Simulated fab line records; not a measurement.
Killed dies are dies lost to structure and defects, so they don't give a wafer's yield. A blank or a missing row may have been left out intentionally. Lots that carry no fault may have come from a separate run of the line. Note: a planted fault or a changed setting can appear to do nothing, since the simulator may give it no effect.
Which of the tools did it? | flow ritCmos | 42 wafers from 14 lots sampled at 2 of the route's 202 steps

WHAT THE GAUGES SHOWED, per wafer
RIT_PWELL_OVL_MEAS_06. Usual: PWELL_OVL typically reads -0.4 nm, with standard deviation 1.6.
lot  | measured    | on         | PWELL_OVL (nm) | flag
L267 | day 1 23:18 | overlay-02 | -0.4 0.9 -0.8  | 
L268 | day 2 02:53 | overlay-01 | -2.4 -1.8 -1.1 | 
L269 | day 2 08:13 | overlay-02 | 0.8 1.9 4.6    | 
L271 | day 2 20:16 | overlay-01 | -0.5 -0.1 0.6  | 
L272 | day 3 00:38 | overlay-02 | 0.1 1.3 -2.4   | 
L274 | day 3 08:45 | overlay-01 | - - -          | OFF
L275 | day 3 19:14 | overlay-01 | - - -          | OFF
L279 | day 4 10:47 | overlay-02 | -1.9 -1.4 -2.9 | 
L281 | day 4 20:40 | overlay-01 | 1.5 0.1 1.3    | 
L285 | day 5 17:20 | overlay-01 | 2.1 2.4 1.8    | 
L286 | day 5 22:41 | overlay-01 | -1.8 -1.4 -3.4 | 
L288 | day 6 06:59 | overlay-01 | -1.5 -0.6 -1.2 | 
L289 | day 6 12:51 | overlay-01 | 1.1 0.7 1.2    | 
L290 | day 6 18:17 | overlay-01 | -0.2 -1.8 -0.9 | 

EACH LOT AND THE TOOL THAT RAN IT (in order: tool; ch and the chambers of the sampled wafers; start)
lot  | RIT_PWELL_COAT_01
L267 | lithoTrack-04 ch 0, day 1 22:34
L268 | lithoTrack-04 ch 0, day 2 02:09
L269 | lithoTrack-01 ch 0, day 2 07:23
L271 | lithoTrack-01 ch 0, day 2 19:32
L272 | lithoTrack-04 ch 0, day 2 23:53
L274 | lithoTrack-01, day 3 08:01
L275 | lithoTrack-03, day 3 18:23
L279 | lithoTrack-01 ch 0, day 4 10:05
L281 | lithoTrack-01 ch 0, day 4 19:57
L285 | lithoTrack-03 ch 0, day 5 16:36
L286 | lithoTrack-01 ch 0, day 5 21:49
L288 | lithoTrack-04 ch 0, day 6 06:08
L289 | lithoTrack-03 ch 0, day 6 12:08
L290 | lithoTrack-04 ch 0, day 6 17:26
- RIT_PWELL_COAT_01: resist thk 1300 nm.

WHAT THE TOOLS THEMSELVES READ (means of the sampled wafers that have a number; where no wafer has one, the mark that the record gives instead)
RIT_PWELL_COAT_01. Usual: chillPlateTempC 22.99 C, standard deviation 0.1; dispensePressureKPa 49 kPa, standard deviation 3.3; resistLineTempC 22.99 C, standard deviation 0.11.
lot  | tool          | chillPlateTempC (C) | dispensePressureKPa (kPa) | resistLineTempC (C) | flag
L267 | lithoTrack-04 | 23.02               | 49                        | 22.88               | 
L268 | lithoTrack-04 | 22.90               | 49                        | 22.94               | 
L269 | lithoTrack-01 | 23.11               | 52                        | 23.03               | 
L271 | lithoTrack-01 | 22.96               | 52                        | 23.05               | 
L272 | lithoTrack-04 | 23.00               | 49                        | 22.95               | 
L274 | lithoTrack-01 | -                   | -                         | -                   | OFF
L275 | lithoTrack-03 | -                   | -                         | -                   | OFF
L279 | lithoTrack-01 | 22.84               | 52                        | 22.97               | 
L281 | lithoTrack-01 | 23.12               | 52                        | 23.08               | 
L285 | lithoTrack-03 | 22.88               | 44                        | 22.99               | 
L286 | lithoTrack-01 | 22.99               | 52                        | 22.97               | 
L288 | lithoTrack-04 | 23.00               | 49                        | 23.11               | 
L289 | lithoTrack-03 | 22.96               | 44                        | 22.98               | 
L290 | lithoTrack-04 | 23.03               | 49                        | 22.86               | 

THE ANSWER, worked out from the rows above alone
Rule: a lot is off if the mean of its wafers that have a number lies more than 3 standard deviations from the usual mean. A lot without any number at a reading at which 4 lots or more have one is off too. The other lots that the step has rows for count as sound. The gauges are gone through in route order, then the tools' own readings, and for those a lot's mean is taken as printed above. The first step at which some lot is off is used, and at that step the reading that is off furthest; a lot without a number counts as furthest.
Off: L274, L275, at RIT_PWELL_OVL_MEAS_06 (PWELL_OVL). Without a number there: L274, L275.
If a tool, at a process step before that reading, ran all the lots that are off and no sound lot after the first of them, it fits. Not tried: the gauges at RIT_PWELL_OVL_MEAS_06; whatever is off there is also off at RIT_PWELL_COAT_01, on other tools, and gauge error can't account for it. Not one of the candidates tried fits.

WHAT WAS PUT IN BY THE SIMULATOR
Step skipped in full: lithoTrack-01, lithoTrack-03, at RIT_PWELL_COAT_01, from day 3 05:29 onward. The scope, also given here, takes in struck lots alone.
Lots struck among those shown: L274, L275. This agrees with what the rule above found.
